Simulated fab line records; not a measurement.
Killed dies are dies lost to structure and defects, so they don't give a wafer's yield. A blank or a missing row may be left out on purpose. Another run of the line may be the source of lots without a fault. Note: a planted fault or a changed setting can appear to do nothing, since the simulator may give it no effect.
Which tool did it? || flow rit-cmos || 45 wafers from 15 lots sampled at 4 of the route's 202 steps

== WHAT THE GAUGES READ, wafer by wafer ==
RIT_ACTIVE_BOW_MEAS_00.
{"lot": "L136", "measured": "day 1 10:04", "on": "film-metro-02", "INCOMING_BOW (um)": "-12 -8 -11"}
{"lot": "L138", "measured": "day 1 20:00", "on": "film-metro-03", "INCOMING_BOW (um)": "3 -9 10"}
{"lot": "L139", "measured": "day 2 01:01", "on": "film-metro-04", "INCOMING_BOW (um)": "-3 4 -1"}
{"lot": "L140", "measured": "day 2 06:01", "on": "film-metro-04", "INCOMING_BOW (um)": "-7 13 -3"}
{"lot": "L141", "measured": "day 2 11:00", "on": "film-metro-02", "INCOMING_BOW (um)": "-8 4 1"}
{"lot": "L142", "measured": "day 2 16:00", "on": "film-metro-04", "INCOMING_BOW (um)": "-4 2 -5"}
{"lot": "L144", "measured": "day 3 02:00", "on": "film-metro-04", "INCOMING_BOW (um)": "-4 -11 1"}
{"lot": "L147", "measured": "day 3 17:00", "on": "film-metro-04", "INCOMING_BOW (um)": "-8 0 8"}
{"lot": "L149", "measured": "day 4 03:01", "on": "film-metro-03", "INCOMING_BOW (um)": "2 7 -1"}
{"lot": "L150", "measured": "day 4 08:00", "on": "film-metro-02", "INCOMING_BOW (um)": "-9 2 3"}
{"lot": "L152", "measured": "day 4 18:00", "on": "film-metro-04", "INCOMING_BOW (um)": "5 -9 8"}
{"lot": "L154", "measured": "day 5 04:01", "on": "film-metro-02", "INCOMING_BOW (um)": "-4 2 -7"}
{"lot": "L155", "measured": "day 5 09:00", "on": "film-metro-04", "INCOMING_BOW (um)": "-5 -8 9"}
{"lot": "L157", "measured": "day 5 19:00", "on": "film-metro-03", "INCOMING_BOW (um)": "-3 10 12"}
{"lot": "L159", "measured": "day 6 05:01", "on": "film-metro-03", "INCOMING_BOW (um)": "11 -2 -8"}

RIT_ACTIVE_CD_MEAS_11: the cd target is 1400 nm.
{"lot": "L136", "measured": "day 1 14:43", "on": "cd-sem-02", "cd-nm (nm)": "1398.2 1400.5 1397.8"}
{"lot": "L138", "measured": "day 2 03:22", "on": "cd-sem-01", "cd-nm (nm)": "1398.7 1400.6 1398.5"}
{"lot": "L139", "measured": "day 2 05:59", "on": "cd-sem-01", "cd-nm (nm)": "1398.1 1398.6 1398.5"}
{"lot": "L140", "measured": "day 2 11:36", "on": "cd-sem-02", "cd-nm (nm)": "1400.8 1401.1 1400.4"}
{"lot": "L141", "measured": "day 2 18:43", "on": "cd-sem-01", "cd-nm (nm)": "1395.7 1392.5 1394.7"}
{"lot": "L142", "measured": "day 2 21:40", "on": "cd-sem-01", "cd-nm (nm)": "1397.4 1399.0 1399.2"}
{"lot": "L144", "measured": "day 3 08:26", "on": "cd-sem-01", "cd-nm (nm)": "1396.2 1397.5 1399.8"}
{"lot": "L147", "measured": "day 3 22:40", "on": "cd-sem-02", "cd-nm (nm)": "1401.9 1401.8 1402.0"}
{"lot": "L149", "measured": "day 4 09:13", "on": "cd-sem-02", "cd-nm (nm)": "1401.0 1404.4 1403.5"}
{"lot": "L150", "measured": "day 4 15:15", "on": "cd-sem-01", "cd-nm (nm)": "1398.7 1399.0 1397.1"}
{"lot": "L152", "measured": "day 4 23:25", "on": "cd-sem-02", "cd-nm (nm)": "1400.4 1398.5 1399.1"}
{"lot": "L154", "measured": "day 5 09:01", "on": "cd-sem-02", "cd-nm (nm)": "1404.9 1403.7 1405.2"}
{"lot": "L155", "measured": "day 5 14:41", "on": "cd-sem-01", "cd-nm (nm)": "1397.7 1399.1 1399.7"}
{"lot": "L157", "measured": "day 6 00:09", "on": "cd-sem-02", "cd-nm (nm)": "1399.4 1399.6 1397.7"}
{"lot": "L159", "measured": "day 6 11:28", "on": "cd-sem-02", "cd-nm (nm)": "1396.6 1395.9 1396.1"}

RIT_NWELL_OVL_MEAS_06.
{"lot": "L136", "measured": "day 2 01:56", "on": "overlay-01", "NWELL_OVL (nm)": "0.3 -1.7 0.3"}
{"lot": "L138", "measured": "day 2 09:12", "on": "overlay-02", "NWELL_OVL (nm)": "-1.4 -1.5 -1.9"}
{"lot": "L139", "measured": "day 2 20:08", "on": "overlay-01", "NWELL_OVL (nm)": "0.3 2.1 2.5"}
{"lot": "L140", "measured": "day 2 20:02", "on": "overlay-02", "NWELL_OVL (nm)": "1.9 1.4 0.3"}
{"lot": "L141", "measured": "day 3 00:32", "on": "overlay-01", "NWELL_OVL (nm)": "-0.6 -1.4 2.5"}
{"lot": "L142", "measured": "day 3 06:28", "on": "overlay-02", "NWELL_OVL (nm)": "4.6 2.6 2.5"}
{"lot": "L144", "measured": "day 3 14:29", "on": "overlay-01", "NWELL_OVL (nm)": "1.6 0.9 -0.1"}
{"lot": "L147", "measured": "day 4 09:04", "on": "overlay-01", "NWELL_OVL (nm)": "0.1 0.2 0.8"}
{"lot": "L149", "measured": "day 4 19:14", "on": "overlay-02", "NWELL_OVL (nm)": "0.5 -3.1 1.0"}
{"lot": "L150", "measured": "day 4 22:32", "on": "overlay-02", "NWELL_OVL (nm)": "-4.4 -2.9 -1.6"}
{"lot": "L152", "measured": "day 5 07:07", "on": "overlay-01", "NWELL_OVL (nm)": "1.0 2.2 -0.7"}
{"lot": "L154", "measured": "day 5 17:50", "on": "overlay-01", "NWELL_OVL (nm)": "1.1 -0.6 -1.6"}
{"lot": "L155", "measured": "day 5 22:41", "on": "overlay-02", "NWELL_OVL (nm)": "1.7 0.5 1.3"}
{"lot": "L157", "measured": "day 6 08:19", "on": "overlay-02", "NWELL_OVL (nm)": "2.7 1.2 2.7"}
{"lot": "L159", "measured": "day 6 20:29", "on": "overlay-01", "NWELL_OVL (nm)": "1.0 -1.3 -0.4"}

== WHICH TOOL RAN EACH LOT (tool, then ch and the chambers of the sampled wafers, then the start) ==
{"lot": "L136", "RIT_ACTIVE_COAT_06": "litho-track-01 ch 0, day 1 13:54"}
{"lot": "L138", "RIT_ACTIVE_COAT_06": "litho-track-04 ch 0, day 2 02:40"}
{"lot": "L139", "RIT_ACTIVE_COAT_06": "litho-track-01 ch 0, day 2 05:18"}
{"lot": "L140", "RIT_ACTIVE_COAT_06": "litho-track-01 ch 0, day 2 10:54"}
{"lot": "L141", "RIT_ACTIVE_COAT_06": "litho-track-01 ch 0, day 2 17:54"}
{"lot": "L142", "RIT_ACTIVE_COAT_06": "litho-track-01 ch 0, day 2 20:54"}
{"lot": "L144", "RIT_ACTIVE_COAT_06": "litho-track-01 ch 0, day 3 07:37"}
{"lot": "L147", "RIT_ACTIVE_COAT_06": "litho-track-04 ch 0, day 3 21:58"}
{"lot": "L149", "RIT_ACTIVE_COAT_06": "litho-track-04 ch 0, day 4 07:53"}
{"lot": "L150", "RIT_ACTIVE_COAT_06": "litho-track-03 ch 0, day 4 14:26"}
{"lot": "L152", "RIT_ACTIVE_COAT_06": "litho-track-03 ch 0, day 4 22:43"}
{"lot": "L154", "RIT_ACTIVE_COAT_06": "litho-track-04 ch 0, day 5 08:19"}
{"lot": "L155", "RIT_ACTIVE_COAT_06": "litho-track-03 ch 0, day 5 13:59"}
{"lot": "L157", "RIT_ACTIVE_COAT_06": "litho-track-04 ch 0, day 5 23:27"}
{"lot": "L159", "RIT_ACTIVE_COAT_06": "litho-track-03 ch 0, day 6 10:38"}
- RIT_ACTIVE_COAT_06: resist thk 1000 nm.

== AS READ BY THE TOOLS THEMSELVES (means over the sampled wafers that have a number; for cases with no such wafer, the mark the record gives instead) ==
RIT_ACTIVE_COAT_06.
{"lot": "L136", "tool": "litho-track-01", "spin-speed-rpm (rpm)": 3246.9}
{"lot": "L138", "tool": "litho-track-04", "spin-speed-rpm (rpm)": 3251.0}
{"lot": "L139", "tool": "litho-track-01", "spin-speed-rpm (rpm)": 3250.8}
{"lot": "L140", "tool": "litho-track-01", "spin-speed-rpm (rpm)": 3249.4}
{"lot": "L141", "tool": "litho-track-01", "spin-speed-rpm (rpm)": 3474.5}
{"lot": "L142", "tool": "litho-track-01", "spin-speed-rpm (rpm)": 3471.7}
{"lot": "L144", "tool": "litho-track-01", "spin-speed-rpm (rpm)": 3472.9}
{"lot": "L147", "tool": "litho-track-04", "spin-speed-rpm (rpm)": 3249.4}
{"lot": "L149", "tool": "litho-track-04", "spin-speed-rpm (rpm)": 3251.3}
{"lot": "L150", "tool": "litho-track-03", "spin-speed-rpm (rpm)": 3247.1}
{"lot": "L152", "tool": "litho-track-03", "spin-speed-rpm (rpm)": 3252.3}
{"lot": "L154", "tool": "litho-track-04", "spin-speed-rpm (rpm)": 3248.5}
{"lot": "L155", "tool": "litho-track-03", "spin-speed-rpm (rpm)": 3247.4}
{"lot": "L157", "tool": "litho-track-04", "spin-speed-rpm (rpm)": 3248.3}
{"lot": "L159", "tool": "litho-track-03", "spin-speed-rpm (rpm)": 3248.6}

== THE ANSWER, worked out from the rows above alone ==
Rule: what is usual is taken from the lots themselves. Put in order of their means at a reading, lots are off if they are a third of the lots or fewer, leave a main group of 4 or more, and stand apart from it by a gap of 3 or more times the standard deviation of the main group's means; of several such gaps the widest counts. If all means in a main group match to the digits the tables above print for the reading, that group is not used. A lot without any number at a reading at which 4 lots or more have one is off too. All remaining lots with rows at the step are treated as sound. The gauges are gone through in route order, then the tools' own readings, and for those a lot's mean is taken as printed above. At the first step where some lot is off, the reading lying furthest off is the one used; lots without a number count as furthest.
Off, at RIT_ACTIVE_COAT_06 on spin-speed-rpm: L141, L142, L144. The main group has a mean of 3249.2 rpm with a standard deviation of 1.7.
A tool fits if, at that step or a process step before it, it ran every lot that is off, and no sound lot after the first of them. One candidate fits, namely litho-track-01 at RIT_ACTIVE_COAT_06. Its last sound lot is L140 (day 2 10:54), its first lot that is off L141 (day 2 17:54): a fault that began between those two fits.
The tool's own readings at RIT_ACTIVE_COAT_06 bear it out: on the lots that are off they differ by more than 5 times the standard deviation of the sound lots' means. spin-speed-rpm reads 3473.0 rpm there against 3249.2 rpm on the sound lots.

== WHAT WAS PUT IN BY THE SIMULATOR ==
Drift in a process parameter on litho-track-01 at RIT_ACTIVE_COAT_06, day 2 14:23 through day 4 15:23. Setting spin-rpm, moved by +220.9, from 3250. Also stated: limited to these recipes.
Struck lots among those shown: L141, L142, L144. This agrees with what the rule above found.
